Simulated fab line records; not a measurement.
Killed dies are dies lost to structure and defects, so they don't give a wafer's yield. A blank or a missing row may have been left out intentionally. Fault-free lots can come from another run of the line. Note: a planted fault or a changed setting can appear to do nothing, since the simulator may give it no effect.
fab line records    flow rit-cmos
[record] lots = 6  wafers = 18  last-day = 7
route steps=202 shown SPACER@127 NSD@131 PSD@142 SDANNEAL@153 PLDD@159 M1@202
lots with no fault: from the same line, run without faults
start-h: hours from the record's first day to the start of the lot's first wafer shown    wait-h: hours since the lot's step before    " identical to the entry in the row above    L1.1+2: one row covering several wafers at once    - no value present, or no start provided    * or withheld: withheld    < > ~ a bound
route shown NAME@n: NAME is a module with steps in the file, n the number in the route of the first one    usual: mean/standard deviation of fault-free wafers    same: alike in all rows    chamber/n: place in a boat    sites: the reading at each site    _std_site: their standard deviation    _edge_site: mean of outer sites minus mean of inner sites    radius-mm: how far each site lies from the wafer's centre    mask NAME#n: copy n    behind: the most recent tool/chamber to have shaped the wafer    hold: the reason the lot was held/the length of the hold in hours/how it ended    device: which transistor (n, p or np) failed to switch    end of line: the route-end tests of the same wafers    a step given without rows: its recipe and nothing more    killed: at the first sort, the dies lost to defects and structure; wafer yield is something else    map: per-die view of a wafer (x killed, . not killed, _ where there is no die)
set.NAME: setting as actually run; set.NAME@STEP: the setting as run at that earlier step    model.NAME: the simulator's own value behind a step, which no gauge read
lots seen at some steps along the route; tables by step, rows by wafer
services: a tool's chamber out of use, with start hour (start-h, from the record's first day; less than 0 if before it), hours out, and reason
[[steps]]
[step RIT_SPACER_CLEAN_02]
[recipe] chemistry = SC2  mix = 3:3:50  time-s = 600  temp-c = 75  dry = n2-spin
[step RIT_SPACER_CVD_03]
[recipe] material = Si3N4  target-thk-nm = 250  temp-c = 810  precursor = SiH2Cl2/NH3  time-s = 3300  pressure-mtorr = 300  sih2cl2-flow-sccm = 58.78  nh3-flow-sccm = 150
[step RIT_SPACER_THK_MEAS_04]
[recipe] reads = Si3N4_of_SPACER_CVD_03
[usual] SPACER_NITRIDE_THK = 248.7/2.5
lot.wafer  tool           chamber  start-h  wait-h  SPACER_NITRIDE_THK[nm]
L456.3     film-metro-02  -        61.83    0.0     246.0
L456.5     "              -        "        "       247.2
L456.6     "              -        "        "       246.1
L458.2     film-metro-01  -        69.91    0.0     252.2
L458.4     "              -        "        "       249.3
L458.5     "              -        "        "       248.2
L462.2     film-metro-02  -        86.67    0.0     250.5
L462.3     "              -        "        "       250.8
L462.6     "              -        "        "       251.7
L464.3     film-metro-01  -        96.25    0.0     249.2
L464.4     "              -        "        "       249.9
L464.5     "              -        "        "       249.4
L468.1     film-metro-01  -        116.02   0.0     250.6
L468.3     "              -        "        "       251.2
L468.6     "              -        "        "       253.8
L477.3     film-metro-01  -        159.99   0.0     248.6
L477.4     "              -        "        "       248.7
L477.6     "              -        "        "       247.7
[step RIT_SPACER_ETCHBACK_05]
[recipe] target-depth-a = 2500  SF6_flow_sccm = 30  CHF3_flow_sccm = 30  target = Si3N4  chemistry = SF6/CHF3  pressure-mtorr = 40  rf-w = 250  time-s = 240  stop-on = SiO2
[usual] drypump-motor-current-A = 5.8/0.48  oes-product-au = 0.837/0.015  throttle-valve-pct = 10.31/0.093
lot.wafer  tool         chamber  start-h  wait-h  drypump-motor-current-A  oes-product-au  rf-hours-counter-h  throttle-valve-pct
L456.3     rie-diel-02  2        61.87    0.0     6.3                      0.841           49                  10.34
L456.5     "            2        "        "       6.3                      0.842           -                   10.35
L456.6     "            3        "        "       5.7                      0.809           -                   10.32
L458.2     rie-diel-01  0        69.96    0.0     5.6                      0.842           121                 10.34
L458.4     "            3        "        "       5.2                      0.830           84                  10.45
L458.5     "            1        "        "       5.3                      0.833           -                   10.12
L462.2     rie-diel-01  0        86.72    0.0     5.6                      0.846           121                 10.35
L462.3     "            1        "        "       5.2                      0.845           25                  10.12
L462.6     "            3        "        "       5.2                      0.834           -                   10.48
L464.3     rie-diel-03  1        96.29    0.0     6.3                      0.841           84                  10.32
L464.4     "            0        "        "       5.6                      0.839           2                   10.25
L464.5     "            3        "        "       5.7                      0.814           -                   10.35
L468.1     rie-diel-03  1        116.08   0.1     6.3                      0.841           84                  10.31
L468.3     "            0        "        "       5.7                      0.841           2                   10.26
L468.6     "            0        "        "       5.7                      0.847           -                   10.27
L477.3     rie-diel-01  0        160.03   0.0     5.6                      0.849           122                 10.36
L477.4     "            2        "        "       6.2                      0.856           76                  10.34
L477.6     "            2        "        "       6.2                      0.853           -                   10.34
[step RIT_NSD_HMDS_00]
[recipe] prime-time-s = 60  prime-temp-c = 140
[step RIT_NSD_COAT_01]
[recipe] resist = NOVOLAK  spin-rpm = 3250  resist-thk-nm = 1000
[step RIT_NSD_SOFTBAKE_02]
[recipe] resist = NOVOLAK  temp-c = 90  time-s = 60
[step RIT_NSD_EXPOSE_03]
[recipe] mask-id = M9  na = 0.57  target-cd-nm = 40700  dose-mj = 250
[step RIT_NSD_PEB_04]
[recipe] resist = NOVOLAK  temp-c = withheld  time-s = withheld
[step RIT_NSD_DEVELOP_05]
[recipe] resist = NOVOLAK  develop-time-s = 50  dev-temp-c = 23
[step RIT_NSD_OVL_MEAS_06]
[usual] NSD_OVL = 0.2/1.5
lot.wafer  tool        chamber  start-h  wait-h  NSD_OVL[nm]
L456.3     overlay-02  -        63.01    -       1.2
L456.5     "           -        "        "       1.1
L456.6     "           -        "        "       2.9
L458.2     overlay-01  -        70.96    -       0.3
L458.4     "           -        "        "       -1.1
L458.5     "           -        "        "       -0.4
L462.2     overlay-01  -        87.72    -       0.9
L462.3     "           -        "        "       0.9
L462.6     "           -        "        "       0.9
L464.3     overlay-01  -        97.31    -       0.3
L464.4     "           -        "        "       -0.2
L464.5     "           -        "        "       0.5
L468.1     overlay-02  -        117.08   -       -0.8
L468.3     "           -        "        "       -0.7
L468.6     "           -        "        "       -0.7
L477.3     overlay-01  -        161.16   -       0.0
L477.4     "           -        "        "       1.5
L477.6     "           -        "        "       -0.4
[step RIT_NSD_HARDBAKE_07]
[recipe] resist = NOVOLAK  temp-c = 140  time-s = 60
[step RIT_NSD_IMPLANT_08]
[recipe] species = P  energy-kev = 25  dose-cm2 = 1e+15  tilt-deg = 7
[usual] beam-energy-keV = 25.000/0.0077
lot.wafer  tool          chamber  start-h  wait-h  beam-energy-keV  model.implant.rp-nm  model.implant.drp-nm
L456.3     implanter-03  0        63.23    0.1     25.002           32.24                14.84
L456.5     "             0        "        "       24.985           32.24                14.84
L456.6     "             0        "        "       25.000           32.24                14.84
L458.2     implanter-02  0        71.37    0.1     25.003           31.66                14.84
L458.4     "             0        "        "       24.998           31.66                14.84
L458.5     "             0        "        "       25.009           31.66                14.84
L462.2     implanter-03  0        87.93    0.1     17.483           25.79                11.96
L462.3     "             0        "        "       17.495           25.79                11.96
L462.6     "             0        "        "       17.492           25.79                11.96
L464.3     implanter-03  0        97.53    0.1     17.498           25.19                11.96
L464.4     "             0        "        "       17.501           25.19                11.96
L464.5     "             0        "        "       17.509           25.19                11.96
L468.1     implanter-02  0        117.27   0.1     25.008           32.22                14.84
L468.3     "             0        "        "       25.001           32.22                14.84
L468.6     "             0        "        "       24.988           32.22                14.84
L477.3     implanter-02  0        161.39   0.1     24.993           32.67                14.84
L477.4     "             0        "        "       25.005           32.67                14.84
L477.6     "             0        "        "       25.012           32.67                14.84
[step RIT_NSD_STRIP_09]
[recipe] chemistry = O2  time-s = 180  resist = NOVOLAK  platen-temp-c = withheld  power-w = 500  pressure-mtorr = 4000  o2-flow-sccm = 4000
[usual] drypump-motor-current-A = 5.5/0.39
lot.wafer  tool             chamber  start-h  wait-h  drypump-motor-current-A  rf-hours-counter-h
L456.3     plasma-asher-01  0        63.39    0.1     5.4                      -
L456.5     "                1        "        "       6.2                      -
L456.6     "                0        "        "       5.4                      -
L458.2     plasma-asher-01  1        71.50    0.1     6.2                      42
L458.4     "                0        "        "       5.4                      -
L458.5     "                0        "        "       5.4                      -
L462.2     plasma-asher-04  1        88.05    0.1     5.5                      30
L462.3     "                0        "        "       4.9                      -
L462.6     "                1        "        "       5.5                      -
L464.3     plasma-asher-02  1        97.69    0.1     5.7                      -
L464.4     "                0        "        "       5.3                      -
L464.5     "                1        "        "       5.7                      -
L468.1     plasma-asher-04  0        117.42   0.1     4.9                      33
L468.3     "                1        "        "       5.5                      -
L468.6     "                0        "        "       4.9                      -
L477.3     plasma-asher-02  1        161.55   0.1     5.7                      -
L477.4     "                0        "        "       5.3                      -
L477.6     "                1        "        "       5.7                      -
[step RIT_NSD_TW_MEAS_10]
[usual] NSD_TW = 3118/44
lot.wafer  tool           chamber  start-h  wait-h  NSD_TW
L456.3     film-metro-04  -        63.52    0.1     3086
L456.5     "              -        "        "       3098
L456.6     "              -        "        "       3097
L458.2     film-metro-02  -        71.68    0.1     3149
L458.4     "              -        "        "       3148
L458.5     "              -        "        "       3157
L462.2     film-metro-02  -        88.24    0.1     2902
L462.3     "              -        "        "       2904
L462.6     "              -        "        "       2888
L464.3     film-metro-02  -        97.82    0.1     2896
L464.4     "              -        "        "       2887
L464.5     "              -        "        "       2906
L468.1     film-metro-03  -        117.59   0.1     3087
L468.3     "              -        "        "       3093
L468.6     "              -        "        "       3107
L477.3     film-metro-03  -        161.68   0.1     3092
L477.4     "              -        "        "       3109
L477.6     "              -        "        "       3099
[step RIT_PSD_HMDS_00]
[recipe] prime-time-s = 60  prime-temp-c = 140
[step RIT_PSD_COAT_01]
[recipe] resist = NOVOLAK  spin-rpm = 3250  resist-thk-nm = 1000
[step RIT_PSD_SOFTBAKE_02]
[recipe] resist = NOVOLAK  temp-c = 90  time-s = 60
[step RIT_PSD_EXPOSE_03]
[recipe] mask-id = M10  na = 0.57  target-cd-nm = 40900  dose-mj = 250
[step RIT_PSD_PEB_04]
[recipe] resist = NOVOLAK  temp-c = withheld  time-s = withheld
[step RIT_PSD_DEVELOP_05]
[recipe] resist = NOVOLAK  develop-time-s = 50  dev-temp-c = 23
[step RIT_PSD_OVL_MEAS_06]
[usual] PSD_OVL = 0.9/1.4
lot.wafer  tool        chamber  start-h  wait-h  PSD_OVL[nm]
L456.3     overlay-01  -        64.43    -       0.8
L456.5     "           -        "        "       0.8
L456.6     "           -        "        "       0.1
L458.2     overlay-01  -        72.72    -       0.3
L458.4     "           -        "        "       0.1
L458.5     "           -        "        "       -1.4
L462.2     overlay-02  -        89.15    -       -0.3
L462.3     "           -        "        "       0.1
L462.6     "           -        "        "       0.4
L464.3     overlay-02  -        98.85    -       -0.3
L464.4     "           -        "        "       1.7
L464.5     "           -        "        "       0.7
L468.1     overlay-02  -        118.50   -       -0.4
L468.3     "           -        "        "       0.6
L468.6     "           -        "        "       -1.0
L477.3     overlay-01  -        162.61   -       -0.1
L477.4     "           -        "        "       -0.4
L477.6     "           -        "        "       -0.4
[step RIT_PSD_HARDBAKE_07]
[recipe] resist = NOVOLAK  temp-c = 140  time-s = 60
[step RIT_PSD_IMPLANT_08]
[recipe] species = BF2  energy-kev = 27  dose-cm2 = 4.94e+15  tilt-deg = 7
[step RIT_PSD_STRIP_09]
[recipe] chemistry = O2  time-s = 180  resist = NOVOLAK  platen-temp-c = withheld  power-w = 500  pressure-mtorr = 4000  o2-flow-sccm = 4000
[usual] drypump-motor-current-A = 5.6/0.43
lot.wafer  tool             chamber  start-h  wait-h  drypump-motor-current-A  rf-hours-counter-h
L456.3     plasma-asher-01  1        64.81    0.1     6.2                      -
L456.5     "                0        "        "       5.4                      -
L456.6     "                1        "        "       6.2                      -
L458.2     plasma-asher-01  0        73.05    0.1     5.4                      42
L458.4     "                1        "        "       6.2                      -
L458.5     "                1        "        "       6.2                      -
L462.2     plasma-asher-01  0        89.48    0.1     5.4                      44
L462.3     "                0        "        "       5.4                      -
L462.6     "                0        "        "       5.4                      -
L464.3     plasma-asher-04  1        99.23    0.1     5.5                      -
L464.4     "                0        "        "       4.9                      -
L464.5     "                0        "        "       4.9                      -
L468.1     plasma-asher-01  1        119.27   0.1     6.2                      47
L468.3     "                1        "        "       6.2                      -
L468.6     "                0        "        "       5.4                      -
L477.3     plasma-asher-04  1        162.99   0.1     5.5                      -
L477.4     "                0        "        "       4.9                      -
L477.6     "                0        "        "       4.9                      -
[step RIT_PSD_TW_MEAS_10]
[usual] PSD_TW = 3417/48
lot.wafer  tool           chamber  start-h  wait-h  PSD_TW
L456.3     film-metro-04  -        64.95    0.1     3406
L456.5     "              -        "        "       3390
L456.6     "              -        "        "       3396
L458.2     film-metro-02  -        73.23    0.1     3507
L458.4     "              -        "        "       3504
L458.5     "              -        "        "       3479
L462.2     film-metro-03  -        89.66    0.1     3396
L462.3     "              -        "        "       3401
L462.6     "              -        "        "       3403
L464.3     film-metro-04  -        99.37    0.1     3406
L464.4     "              -        "        "       3396
L464.5     "              -        "        "       3394
L468.1     film-metro-02  -        119.44   0.1     3465
L468.3     "              -        "        "       3465
L468.6     "              -        "        "       3474
L477.3     film-metro-03  -        163.13   0.1     3401
L477.4     "              -        "        "       3424
L477.6     "              -        "        "       3398
[step RIT_SDANNEAL_CLEAN_00]
[recipe] chemistry = SC1  mix = 3:3:50  time-s = 600  temp-c = 75
[step RIT_SDANNEAL_CLEAN_01]
[recipe] chemistry = dHF  dilution = 50:1  time-s = 30
[step RIT_SDANNEAL_CLEAN_02]
[recipe] chemistry = SC2  mix = 3:3:50  time-s = 600  temp-c = 75  dry = n2-spin
[step RIT_SDANNEAL_RTA_03]
[recipe] temp-c = 1050  time-s = 5  idle-temp-c = 600  ramp-up-c-per-s = 342  ramp-down-c-per-s = 171  cool-to-c = 600  ambient = N2
[usual] chamber-o2-ppm = 1.996/0.022  wafer_temp_C_max = 1053.5/1.1
lot.wafer  tool           chamber  start-h  wait-h  chamber-o2-ppm  wafer_temp_C_max
L456.3     rtp-anneal-02  0        65.39    0.0     1.977           1055.4
L456.5     "              0        "        "       1.962           1053.9
L456.6     "              0        "        "       1.982           1052.2
L458.2     rtp-anneal-02  0        73.66    0.0     2.033           1055.7
L458.4     "              0        "        "       2.040           1053.8
L458.5     "              0        "        "       2.025           1051.2
L462.2     rtp-anneal-02  0        90.09    0.0     2.004           1051.7
L462.3     "              0        "        "       1.989           1052.0
L462.6     "              0        "        "       1.994           1052.3
L464.3     rtp-anneal-02  0        99.80    0.0     2.001           1052.8
L464.4     "              0        "        "       2.009           1054.7
L464.5     "              0        "        "       1.995           1053.1
L468.1     rtp-anneal-02  0        119.87   0.0     1.988           1053.7
L468.3     "              0        "        "       1.975           1053.8
L468.6     "              0        "        "       1.976           1052.8
L477.3     rtp-anneal-01  0        163.57   0.0     1.983           1053.8
L477.4     "              0        "        "       2.011           1054.2
L477.6     "              0        "        "       1.968           1053.1
[step RIT_SDANNEAL_RS_MEAS_04]
[recipe] thk-meas-gauge = four-point-probe
[usual] PSD_RS = 116.0/0.35
lot.wafer  tool           chamber  start-h  wait-h  PSD_RS[ohm/sq]
L456.3     film-metro-02  -        65.47    0.1     116.4
L456.5     "              -        "        "       116.9
L456.6     "              -        "        "       116.7
L458.2     film-metro-04  -        73.73    0.1     115.9
L458.4     "              -        "        "       116.0
L458.5     "              -        "        "       116.3
L462.2     film-metro-03  -        90.16    0.1     115.7
L462.3     "              -        "        "       116.0
L462.6     "              -        "        "       116.1
L464.3     film-metro-03  -        99.88    0.1     115.2
L464.4     "              -        "        "       115.4
L464.5     "              -        "        "       115.6
L468.1     film-metro-02  -        119.93   0.0     115.9
L468.3     "              -        "        "       115.8
L468.6     "              -        "        "       115.7
L477.3     film-metro-03  -        163.65   0.1     115.9
L477.4     "              -        "        "       116.2
L477.6     "              -        "        "       116.0
[step RIT_SDANNEAL_RS_MEAS_05]
[recipe] thk-meas-gauge = four-point-probe
[usual] NSD_RS = 84.49/0.29
lot.wafer  tool           chamber  start-h  wait-h  NSD_RS[ohm/sq]
L456.3     film-metro-02  -        65.59    0.1     84.42
L456.5     "              -        "        "       84.35
L456.6     "              -        "        "       84.27
L458.2     film-metro-04  -        73.85    0.1     84.92
L458.4     "              -        "        "       84.80
L458.5     "              -        "        "       84.65
L462.2     film-metro-03  -        90.28    0.1     87.18
L462.3     "              -        "        "       87.70
L462.6     "              -        "        "       88.00
L464.3     film-metro-03  -        100.00   0.1     87.10
L464.4     "              -        "        "       86.95
L464.5     "              -        "        "       87.20
L468.1     film-metro-02  -        120.05   0.1     84.50
L468.3     "              -        "        "       84.31
L468.6     "              -        "        "       84.58
L477.3     film-metro-03  -        163.77   0.1     84.49
L477.4     "              -        "        "       84.41
L477.6     "              -        "        "       84.54
[step RIT_SDANNEAL_RS_MEAS_06]
[recipe] thk-meas-gauge = four-point-probe
[usual] PLDD_RS = 178.4/0.45
lot.wafer  tool           chamber  start-h  wait-h  PLDD_RS[ohm/sq]
L456.3     film-metro-02  -        65.71    0.1     179.1
L456.5     "              -        "        "       178.5
L456.6     "              -        "        "       178.9
L458.2     film-metro-04  -        73.97    0.1     178.2
L458.4     "              -        "        "       178.7
L458.5     "              -        "        "       179.0
L462.2     film-metro-03  -        90.40    0.1     178.4
L462.3     "              -        "        "       178.2
L462.6     "              -        "        "       177.9
L464.3     film-metro-03  -        100.12   0.1     177.7
L464.4     "              -        "        "       177.2
L464.5     "              -        "        "       177.7
L468.1     film-metro-02  -        120.17   0.1     178.1
L468.3     "              -        "        "       178.2
L468.6     "              -        "        "       177.9
L477.3     film-metro-03  -        163.89   0.1     178.7
L477.4     "              -        "        "       178.7
L477.6     "              -        "        "       178.5
[step RIT_M1_PROBE_99]
[usual] killed-at-contacts = 0.1/0.24  killed-at-front-end = 7.1/2.8  killed-dies = 7.2/2.8  killed-open = 3.6/2.1  killed-short = 3.6/1.9
[same] gross-dies = 264  killed_at_M0_to_M3 = 0  killed_at_M4_up = 0  killed-at-back-side = 0  killed-at-other = 0
lot.wafer  tool       chamber  start-h  wait-h  killed-at-contacts  killed-at-front-end  killed-dies  killed-open  killed-short  model.etest.nmos_0p15.r-on-ohm-um  model.etest.contact-nplus.end-ohm-um  model.etest.nmos_0p15.junction-log10-a-um  model.etest.nmos-narrow.off-log10-a-um  model.etest.gate-end-array.leak-log10-a-um  model.etest.nmos_0p3.off-log10-a-um  model.etest.diode-nplus-comb.cj-ff-um2  model.etest.diode-nplus-pwell.cj-ff-um2
L456.3     prober-01  -        72.95    0.2     0                   6                    6            1            5             1137                               40.48                                 -13.71                                     -13.27                                  -12.93                                      -13.15                               2.632                                   2.06
L456.5     prober-01  -        73.05    0.2     0                   4                    4            4            0             1143                               39.93                                 -13.65                                     -13.24                                  -12.98                                      -13.18                               2.633                                   2.059
L456.6     prober-01  -        73.10    0.2     0                   10                   10           4            6             1125                               40.04                                 -13.46                                     -13.26                                  -13.06                                      -13.18                               2.641                                   2.059
L458.2     prober-01  -        81.27    0.1     0                   6                    6            3            3             1121                               41.68                                 -13.53                                     -13.39                                  -12.88                                      -13.1                                2.642                                   2.08
L458.4     prober-01  -        81.37    0.2     0                   5                    5            1            4             1133                               41.81                                 -13.63                                     -13.22                                  -12.87                                      -13.08                               2.663                                   2.079
L458.5     prober-01  -        81.42    0.2     0                   7                    7            4            3             1118                               41.86                                 -13.64                                     -13.31                                  -13.1                                       -13.18                               2.666                                   2.079
L462.2     prober-01  -        97.84    0.1     0                   3                    3            1            2             1173                               51.14                                 -13.22                                     -13.02                                  -12.88                                      -13.03                               2.604                                   2.054
L462.3     prober-01  -        97.89    0.2     0                   6                    6            3            3             1193                               52.11                                 -12.95                                     -13.09                                  -12.8                                       -12.92                               2.616                                   2.053
L462.6     prober-01  -        98.04    0.2     0                   9                    9            4            5             1183                               50.7                                  -13.19                                     -12.98                                  -12.7                                       -12.8                                2.611                                   2.046
L464.3     prober-02  -        107.46   0.2     0                   10                   10           8            2             1153                               51.18                                 -13.05                                     -12.97                                  -12.58                                      -12.82                               2.558                                   2.024
L464.4     prober-02  -        107.51   0.2     0                   6                    6            3            3             1162                               51.66                                 -13.27                                     -12.86                                  -12.86                                      -12.99                               2.569                                   2.033
L464.5     prober-02  -        107.56   0.2     0                   4                    4            2            2             1174                               49.4                                  -13.24                                     -13                                     -12.76                                      -12.96                               2.568                                   2.034
L468.1     prober-02  -        127.81   0.1     0                   8                    8            3            5             1172                               41.84                                 -13.47                                     -13.32                                  -12.93                                      -13.09                               2.637                                   2.084
L468.3     prober-02  -        127.91   0.2     0                   17                   17           10           7             1177                               42.63                                 -13.53                                     -13.22                                  -12.84                                      -13.11                               2.651                                   2.087
L468.6     prober-02  -        128.06   0.2     0                   8                    8            7            1             1155                               42.13                                 -13.46                                     -13.31                                  -13.01                                      -13.19                               2.644                                   2.091
L477.3     prober-02  -        178.77   0.2     1                   7                    8            6            2             1160                               40.49                                 -13.58                                     -13.25                                  -12.95                                      -13.14                               2.646                                   2.066
L477.4     prober-02  -        178.82   0.2     0                   13                   13           8            5             1161                               40.05                                 -13.74                                     -13.3                                   -12.86                                      -13.07                               2.634                                   2.072
L477.6     prober-02  -        178.92   0.2     0                   7                    7            4            3             1160                               39.24                                 -13.57                                     -13.27                                  -12.87                                      -13.03                               2.633                                   2.066
// killed by level:class
L456.3 FOX1:geometric-particle:short=2 GATE:geometric-particle:short=2 FOX1:geometric-particle:open=1 REOX:geometric-particle:short=1
L456.5 FOX1:geometric-particle:open=2 GATE:geometric-particle:open=1 SPACER:geometric-particle:open=1
L456.6 GATE:geometric-particle:open=3 REOX:geometric-particle:short=2 SILICIDE:geometric-particle:short=2 GATE:geometric-particle:short=1 REOX:geometric-particle:open=1 SPACER:geometric-particle:short=1
L458.2 FOX2:geometric-particle:short=2 FOX1:geometric-particle:open=1 GATE:geometric-particle:open=1 SILICIDE:geometric-particle:short=1 SILICIDE:geometric-particle:open=1
L458.4 SPACER:geometric-particle:short=2 FOX2:geometric-particle:short=1 GATE:geometric-particle:open=1 REOX:geometric-particle:short=1
L458.5 SILICIDE:geometric-particle:open=2 FOX2:geometric-particle:short=1 GATE:geometric-particle:open=1 SPACER:geometric-particle:short=1 SPACER:geometric-particle:open=1 SILICIDE:geometric-particle:short=1
L462.2 SILICIDE:geometric-particle:short=2 FOX2:geometric-particle:open=1
L462.3 FOX1:geometric-particle:short=1 FOX2:geometric-particle:short=1 FOX2:geometric-particle:open=1 GATE:geometric-particle:open=1 SPACER:geometric-particle:open=1 SILICIDE:geometric-particle:short=1
L462.6 GATE:geometric-particle:open=3 FOX2:geometric-particle:short=2 GATE:geometric-particle:short=2 REOX:geometric-particle:open=1 SILICIDE:geometric-particle:short=1
L464.3 FOX1:geometric-particle:open=2 GATE:geometric-particle:open=2 REOX:geometric-particle:open=2 SILICIDE:geometric-particle:open=2 FOX1:geometric-particle:short=1 SILICIDE:geometric-particle:short=1
L464.4 FOX1:geometric-particle:open=2 REOX:geometric-particle:short=2 FOX1:geometric-particle:short=1 REOX:geometric-particle:open=1
L464.5 GATE:geometric-particle:open=2 FOX1:geometric-particle:short=1 GATE:geometric-particle:short=1
L468.1 REOX:geometric-particle:short=4 GATE:geometric-particle:open=2 GATE:geometric-particle:short=1 SILICIDE:geometric-particle:open=1
L468.3 GATE:geometric-particle:open=5 FOX1:geometric-particle:open=3 FOX1:geometric-particle:short=3 SILICIDE:geometric-particle:open=2 SILICIDE:geometric-particle:short=2 GATE:geometric-particle:short=1 REOX:geometric-particle:short=1
L468.6 GATE:geometric-particle:open=4 REOX:geometric-particle:open=2 FOX1:geometric-particle:open=1 GATE:geometric-particle:short=1
L477.3 FOX2:geometric-particle:open=2 SPACER:geometric-particle:open=2 FOX1:geometric-particle:short=1 GATE:geometric-particle:short=1 GATE:geometric-particle:open=1 CONTACT:geometric-particle:open=1
L477.4 FOX2:geometric-particle:open=4 FOX1:geometric-particle:short=2 GATE:geometric-particle:short=2 GATE:geometric-particle:open=2 REOX:geometric-particle:open=2 FOX2:geometric-particle:short=1
L477.6 ACTIVE:geometric-particle:open=1 FOX1:geometric-particle:open=1 GATE:geometric-particle:open=1 GATE:geometric-particle:short=1 SPACER:geometric-particle:short=1 SILICIDE:geometric-particle:short=1 SILICIDE:geometric-particle:open=1
[[services]]
tool             chamber  start-h  hours  kind
plasma-asher-04  -        38.69    1.9    repair
rie-diel-01      -        49.81    14.6   pm
plasma-asher-04  -        55.52    12.9   repair
plasma-asher-01  -        61.46    1.8    repair
rie-diel-02      3        86.45    1.7    repair
rie-diel-02      3        96.32    2.8    repair
rie-diel-03      0        99.66    7.5    repair
plasma-asher-02  -        108.75   9.0    pm
plasma-asher-02  0        108.75   9.0    vent-cycle
plasma-asher-02  1        108.75   9.0    vent-cycle
plasma-asher-02  0        117.75   -      clean
plasma-asher-02  1        117.75   -      clean
rie-diel-01      3        118.27   4.3    repair
rie-diel-02      0        120.36   8.5    repair
implanter-03     -        123.77   4.4    pm
implanter-03     -        124.83   2.8    repair
plasma-asher-01  -        128.92   8.7    repair
implanter-03     -        145.00   1.8    repair
rie-diel-02      3        158.04   9.7    repair
[[key]]
[first-sign] step = RIT_NSD_IMPLANT_08  reading = beam-energy-keV  direction = down  sigmas = 99+  usual = 25.000  struck = 17.496
[effect] step = RIT_NSD_TW_MEAS_10  reading = NSD_TW  direction = down  sigmas = 5  usual = 3118  struck = 2897
[effect] step = RIT_SDANNEAL_RS_MEAS_05  reading = NSD_RS  direction = up  sigmas = 9.9  usual = 84.49  struck = 87.36
[model-effect] step = RIT_NSD_IMPLANT_08  value = implant.rp-nm  without = 32.44  struck = 25.49
[model-effect] step = RIT_M1_PROBE_99  value = etest.nmos_0p15.r-on-ohm-um  without = 1129  struck = 1173
met-at RIT_NSD_IMPLANT_08
struck-wafers L462.2,L462.3,L462.6,L464.3,L464.4,L464.5
tester-left-out L462,L464
onset-between 63.23 87.93
[fault] kind = process-parameter-drift  tool = implanter-03  chamber = -  onset-h = 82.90  steps = RIT_NSD_IMPLANT_08  channel = energy-kev  offset = -7.5  shape = step  end-h = 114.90  acts-in = these-recipes-only  stated = 25
// tester-left-out: of these lots the tester's yield and bins aren't shown, on N5 and GAA mostly nor the transistor test; their killed dies are dies lost to structure and defects alone, not to doping, threshold or leakage, so they don't give the yield
